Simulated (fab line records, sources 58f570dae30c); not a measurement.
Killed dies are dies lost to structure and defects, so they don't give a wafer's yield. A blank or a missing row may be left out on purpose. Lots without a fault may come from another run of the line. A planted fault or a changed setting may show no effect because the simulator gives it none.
fab line records | flow berkeley_cmos170
record lots=14 wafers=42 last_day=11
route steps=331 shown NSD@192
lots that met no fault: from a run of the same line without faults
start_h: hours from the record's first day to the start of the lot's first wafer shown | wait_h: hours since the lot's step before | " the same as in the row above | L1.1+2: a row that stands for several wafers | - no value, or no start given | * or withheld: withheld | < > ~ a bound
route shown NAME@n: a module of which the file shows steps, and the number in the route of the first | usual: mean/standard deviation of fault-free wafers | same: alike in all rows | chamber/n: place in a boat | sites: the reading at each site | _std_site: their standard deviation | _edge_site: outer sites' mean less inner sites' | radius_mm: how far each site lies from the wafer's centre | mask NAME#n: copy n | behind: the tool/chamber that last shaped the wafer | hold: why the lot was held/for how many hours/how that ended | device: the transistor (n, p or np) that didn't switch | end of line: the same wafers' tests at the end of the route | a step without rows: its recipe alone | killed: dies lost to structure and defects at the first sort, not the wafer's yield | map: a wafer's dies, x killed, . not, _ none there
set.NAME: the setting as run; set.NAME@STEP: as run at that earlier step | model.NAME: the simulator's own value behind a step, which no gauge read
steps of the route over a sample of lots; a table a step, a row a wafer
## steps
# step UCB170_NSD_DEVELOP_05
# recipe developer=TMAH develop_time_s=45 resist=KrF dev_temp_c=21
# usual chill_plate_temp_C=23.03/0.11 develop_time_s=45/0
# columns lot.wafer tool chamber start_h wait_h chill_plate_temp_C develop_time_s
L240.1 litho_track-03 0 149 - 23.00 45
L240.2 " 0 " " 23.04 45
L240.3 " 0 " " 22.80 45
L239.1 litho_track-01 0 150 - 22.83 45
L239.2 " 0 " " 23.13 45
L239.3 " 0 " " 23.04 45
L241.1 litho_track-03 0 150 - 22.98 45
L241.2 " 0 " " 22.99 45
L241.6 " 0 " " 22.92 45
L243.1 litho_track-04 0 162 - 23.11 45
L243.2 " 0 " " 22.95 45
L243.4 " 0 " " 22.92 45
L245.1 litho_track-03 0 174 - 23.15 45
L245.3 " 0 " " 23.05 45
L245.6 " 0 " " 23.05 45
L244.2 litho_track-04 0 175 - 22.98 45
L244.5 " 0 " " 22.82 45
L244.6 " 0 " " 22.97 45
L247.1 litho_track-03 0 187 - 23.07 45
L247.4 " 0 " " 23.04 45
L247.5 " 0 " " 23.11 45
L249.1 litho_track-04 0 197 - 23.11 45
L249.4 " 0 " " 23.22 45
L249.5 " 0 " " 23.05 45
L248.1 litho_track-03 0 197 - 22.95 45
L248.2 " 0 " " 22.97 45
L248.6 " 0 " " 22.97 45
L251.1 litho_track-01 0 197 - 23.00 45
L251.2 " 0 " " 23.17 45
L251.5 " 0 198 - 23.14 45
L252.1 litho_track-01 0 198 - 23.15 45
L252.3 " 0 " " 23.21 45
L252.6 " 0 " " 22.98 45
L255.3 litho_track-04 - 212 - - -
L255.5 " - " " - -
L255.6 " - " " - -
L257.2 litho_track-03 - 212 - - -
L257.4 " - " " - -
L257.5 " - " " - -
L262.2 litho_track-04 0 235 - 22.94 45
L262.3 " 0 " " 22.98 45
L262.6 " 0 " " 22.77 45
## key
first_sign step=UCB170_NSD_DEVELOP_05 reading=tool_record direction=missing
effect none on later readings
met_at UCB170_NSD_DEVELOP_05
struck_lots L255,L257
sort_left_out L255.3,L255.5,L255.6,L257.2,L257.4,L257.5
tester_left_out L255,L257
fault kind=skipped_step_whole tool=litho_track-03,litho_track-04 chamber=- onset_h=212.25 steps=UCB170_NSD_DEVELOP_05 scope=struck_lots_only
# tester_left_out: of these lots the tester's yield and bins aren't shown, on N5 and GAA mostly nor the transistor test; their killed dies are dies lost to structure and defects alone, not to doping, threshold or leakage, so they don't give the yield
# sort_left_out: the simulated sort isn't trusted on such a fault, so these wafers' sort isn't shown, and their yield isn't known
